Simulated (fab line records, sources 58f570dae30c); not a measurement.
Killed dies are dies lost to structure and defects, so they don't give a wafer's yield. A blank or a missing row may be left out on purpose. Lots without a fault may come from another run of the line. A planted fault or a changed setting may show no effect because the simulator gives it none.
Split-lot experiment | flow berkeley_cmos170 | 5 lots, 23 wafers read, on a route of 331 steps

THE SPLIT
At UCB170_PVT_COAT_01 (resist thk 900 nm), the setting resist_thk_nm was moved away from the recipe's 900 nm on 8 of the 23 wafers read, by -2.7% to +2.1%. The other wafers ran this setting at the recipe's value.

The reading is taken at the split's own step.

THE READING
KrF_of_PVT_COAT_01.thk_nm (the simulator's own value, which no gauge read), in nm, at UCB170_PVT_COAT_01 (resist thk 900 nm). The file gives no usual value for it. The 15 wafers here that ran the recipe average 900.4 nm, standard deviation 1.8 nm.

wafer  | tool, chamber at the split | resist_thk_nm as run, nm | against the recipe | KrF_of_PVT_COAT_01.thk_nm, nm | against lot-mates on the recipe
L076.1 | litho_track-01, 0          | 876                      | -2.7%              | 874.4                         | -25.3
L076.2 | litho_track-01, 0          | 900                      | recipe             | 898.6                         | -
L076.3 | litho_track-01, 0          | 900                      | recipe             | 899.8                         | -
L076.4 | litho_track-01, 0          | 876                      | -2.7%              | 877.6                         | -22.1
L076.6 | litho_track-01, 0          | 900                      | recipe             | 900.7                         | -
L077.1 | litho_track-02, 0          | 918.7                    | +2.1%              | 921.7                         | +20.2
L077.2 | litho_track-02, 0          | 918.7                    | +2.1%              | 920.3                         | +18.8
L077.3 | litho_track-02, 0          | 918.7                    | +2.1%              | 922                           | +20.5
L077.4 | litho_track-02, 0          | 900                      | recipe             | 900                           | -
L077.6 | litho_track-02, 0          | 900                      | recipe             | 902.9                         | -
L081.1 | litho_track-01, 0          | 918.5                    | +2.1%              | 917.3                         | +20.1
L081.2 | litho_track-01, 0          | 918.5                    | +2.1%              | 915.6                         | +18.5
L081.4 | litho_track-01, 0          | 918.5                    | +2.1%              | 917.7                         | +20.6
L081.5 | litho_track-01, 0          | 900                      | recipe             | 896.5                         | -
L081.6 | litho_track-01, 0          | 900                      | recipe             | 897.8                         | -
L079.1 | litho_track-04, 0          | 900                      | recipe             | 901.8                         | -
L079.2 | litho_track-04, 0          | 900                      | recipe             | 899.6                         | -
L079.4 | litho_track-04, 0          | 900                      | recipe             | 900.9                         | -
L079.5 | litho_track-04, 0          | 900                      | recipe             | 901.1                         | -
L079.6 | litho_track-04, 0          | 900                      | recipe             | 899                           | -
L083.1 | litho_track-04, 0          | 900                      | recipe             | 903.3                         | -
L083.5 | litho_track-04, 0          | 900                      | recipe             | 902.3                         | -
L083.6 | litho_track-04, 0          | 900                      | recipe             | 901.1                         | -

THE FIT
A straight line over all 23 wafers: KrF_of_PVT_COAT_01.thk_nm changes by +9.1 nm for each +1% of resist_thk_nm; r = +0.99; the points scatter about the line by 2 nm.
The same after taking each lot's own level away (the mean of its wafers on the recipe; 23 wafers): +9.29 nm for each +1%; r = +1.00; scatter 1.1 nm.
On that fit, the largest move of resist_thk_nm shifts the reading by 25 nm.
The lots' own levels span 897.15 to 902.23 nm, that is 2.8 times the standard deviation above.
So the lot-to-lot level changes the slope little: the two slopes agree.
Check: with one of the wafers moved furthest among these (-2.7%) left out of the fit, the line predicts -24.2 nm for it against its lot-mates. It came out at -25.3 nm against them.

THE WHOLE CHAIN: every reading that the file lists as answering this split, in the file's order
step                | what it does      | reading                                                                    | change (the file's fit)              | r (the file's)
UCB170_PVT_COAT_01  | resist thk 900 nm | KrF_of_PVT_COAT_01.thk_nm (the simulator's own value, which no gauge read) | +9.27 nm for each +1% of the setting | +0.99
UCB170_PVT_STRIP_08 | strips in O2      | strip_time_to_endpoint_s                                                   | withheld for each +1% of the setting | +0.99

THE FILE'S OWN FIT
KrF_of_PVT_COAT_01.thk_nm changes by +9.27 nm for each +1% of resist_thk_nm, r = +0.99.
